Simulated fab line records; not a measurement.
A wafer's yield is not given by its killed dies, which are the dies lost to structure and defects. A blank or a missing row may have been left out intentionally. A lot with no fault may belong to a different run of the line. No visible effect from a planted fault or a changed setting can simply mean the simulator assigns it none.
Chamber matching + flow rit cmos + 4 sister chambers for RIT_ACTIVE_ETCH_13 on rie diel-03
The step etches Si3N4 in SF6, stops on SiO2, time 210 s, target depth 210 nm. 8 wafers are shown with their chamber, then 7 later ones without.

== WAFERS WITH THEIR CHAMBER ==
| wafer  | chamber | throttle valve pct (%) | oes product au (a.u.) |
|--------|---------|------------------------|-----------------------|
| L568.4 | 3       | 7.62                   | 0.806                 |
| L571.5 | 3       | 7.62                   | 0.802                 |
| L572.2 | 1       | 7.32                   | 0.804                 |
| L572.5 | 2       | 7.60                   | 0.819                 |
| L584.4 | 2       | 7.61                   | 0.835                 |
| L584.6 | 1       | 7.32                   | 0.808                 |
| L585.3 | 0       | 7.49                   | 0.834                 |
| L585.5 | 0       | 7.50                   | 0.841                 |

== WAFERS MISSING THEIR CHAMBER ==
| wafer  | throttle valve pct (%) | oes product au (a.u.) |
|--------|------------------------|-----------------------|
| L585.6 | 7.63                   | 0.801                 |
| L587.1 | 7.50                   | 0.843                 |
| L587.4 | 7.64                   | 0.815                 |
| L587.6 | 7.61                   | 0.832                 |
| L589.4 | 7.63                   | 0.816                 |
| L589.5 | 7.50                   | 0.849                 |
| L589.6 | 7.63                   | 0.809                 |

== WHICH CHAMBER EACH WENT THROUGH ==
| wafer  | from the rows above | in truth |
|--------|---------------------|----------|
| L585.6 | 3                   | 3        |
| L587.1 | 0                   | 0        |
| L587.4 | 3                   | 3        |
| L587.6 | 2                   | 2        |
| L589.4 | 3                   | 3        |
| L589.5 | 0                   | 0        |
| L589.6 | 3                   | 3        |
Placed correctly: 7 of 7. Can't be placed from these rows: 0. Placed wrongly: 0.
How it was worked out, from the rows above alone: a wafer's distance from a chamber is the root of the sum, over the readings, of the square of ((its reading less the chamber's mean) divided by the reading's scatter). If the next closest chamber is less than 2 further off than the closest, the wafer can't be placed; otherwise it belongs to the closest. Each chamber's mean is taken over the wafers shown for it. The scatter: the root of (the sum of the squares of (reading less its chamber's mean) over the shown wafers, divided by (wafers less chambers)).
